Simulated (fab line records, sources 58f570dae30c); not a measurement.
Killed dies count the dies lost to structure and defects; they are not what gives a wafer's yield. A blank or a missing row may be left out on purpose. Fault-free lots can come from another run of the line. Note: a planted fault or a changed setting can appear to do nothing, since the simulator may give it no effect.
Split-lot experiment | flow berkeley_cmos170 | 5 lots, 27 wafers read, on a route of 331 steps

== ON THE SPLIT ==
At UCB170_V2_CVD_00 (deposits SiO2 from TEOS/O2, target thk 2000 nm, time 250 s), the setting time_s was moved away from the recipe's 250 s on 9 of the 27 wafers read, by -55.6% to +34.6%. The other wafers ran this setting at the recipe's value.

There is no step in the file separating the split from the reading.

== THE READING ==
V2_TEOS_THK in nanometres, read at UCB170_V2_THK_MEAS_01. Typical for fault-free wafers on this fab line: 2009 nm, with standard deviation 32 nm.

wafer  | tool, chamber at the split | time_s as run, s | against the recipe | V2_TEOS_THK, nm | against lot-mates on the recipe
L074.1 | pecvd-04, 0                | 250              | recipe             | 2007            | -
L074.2 | pecvd-04, 1                | 110.9            | -55.6%             | 891             | -1141
L074.3 | pecvd-04, 2                | 110.9            | -55.6%             | 888             | -1144
L074.4 | pecvd-04, 2                | 110.9            | -55.6%             | 897             | -1135
L074.5 | pecvd-04, 1                | 250              | recipe             | 2039            | -
L074.6 | pecvd-04, 0                | 250              | recipe             | 2051            | -
L076.1 | pecvd-03, 1                | 336.6            | +34.6%             | 2688            | +696
L076.2 | pecvd-03, 0                | 336.6            | +34.6%             | 2663            | +671
L076.3 | pecvd-03, 2                | 250              | recipe             | 1963            | -
L076.4 | pecvd-03, 0                | 250              | recipe             | 1995            | -
L076.5 | pecvd-03, 1                | 250              | recipe             | 2019            | -
L076.6 | pecvd-03, 2                | 336.6            | +34.6%             | 2715            | +723
L075.1 | pecvd-01, 1                | 295.9            | +18.4%             | 2368            | +344
L075.2 | pecvd-01, 0                | 250              | recipe             | 2025            | -
L075.3 | pecvd-01, 2                | 295.9            | +18.4%             | 2357            | +333
L075.4 | pecvd-01, 1                | 250              | recipe             | 2023            | -
L075.5 | pecvd-01, 2                | 295.9            | +18.4%             | 2402            | +378
L075.6 | pecvd-01, 0                | 250              | recipe             | 2024            | -
L079.1 | pecvd-04, 0                | 250              | recipe             | 2047            | -
L079.2 | pecvd-04, 2                | 250              | recipe             | 2028            | -
L079.3 | pecvd-04, 1                | 250              | recipe             | 2039            | -
L079.4 | pecvd-04, 2                | 250              | recipe             | 2067            | -
L079.5 | pecvd-04, 0                | 250              | recipe             | 2084            | -
L079.6 | pecvd-04, 1                | 250              | recipe             | 2102            | -
L081.3 | pecvd-04, 2                | 250              | recipe             | 1985            | -
L081.4 | pecvd-04, 0                | 250              | recipe             | 2060            | -
L081.6 | pecvd-04, 2                | 250              | recipe             | 2033            | -

FIT RESULTS
A straight line over all 27 wafers: V2_TEOS_THK changes by +20 nm for each +1% of time_s; r = +1.00; the points scatter about the line by 33 nm.
The same after taking each lot's own level away (the mean of its wafers on the recipe; 27 wafers): +20.3 nm for each +1%; r = +1.00; scatter 23 nm.
According to that fit, moving time_s by its largest amount changes the reading by 1.1e+03 nm.
Across the lots, their own levels run from 1992.3 to 2061.2 nm, a range of 2.2 times the standard deviation given above.
The two slopes agree, so the slope changes little with the lot-to-lot level.
Check: with one of the wafers moved furthest among these (-55.6%) left out of the fit, the line predicts -1.13e+03 nm for it against its lot-mates. Against them it came out at -1.14e+03 nm.

== THESE WAFERS: OTHER SPLITS ==
Other splits were also applied to these wafers ahead of the reading. Each is held against what the fit with the lots' levels taken away leaves over:
other split on the same wafers       | wafers away from the commonest value | r with V2_TEOS_THK (lot level and that fit taken away)
UCB170_START_OXIDATION_02 ox_time_s  | 18                                   | -0.06
UCB170_SPACER_CVD_00 time_s          | 6                                    | -0.02
UCB170_NSD_DEVELOP_05 develop_time_s | 9                                    | -0.35
UCB170_M1_SPUTTER_00 time_s          | 6                                    | +0.31

== THE WHOLE CHAIN: every reading that the file lists as answering this split, in the file's order ==
step                  | what it does                                               | reading                                                                   | change (the file's fit)              | r (the file's)
UCB170_V2_CVD_00      | deposits SiO2 from TEOS/O2, target thk 2000 nm, time 250 s | SiO2_of_V2_CVD_00.thk_nm (the simulator's own value, which no gauge read) | +20.3 nm for each +1% of the setting | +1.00
UCB170_V2_THK_MEAS_01 |                                                            | V2_TEOS_THK                                                               | +20.3 for each +1% of the setting    | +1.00

== FILE'S OWN FIT ==
V2_TEOS_THK changes by +20.3 nm for each +1% of time_s, r = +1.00.
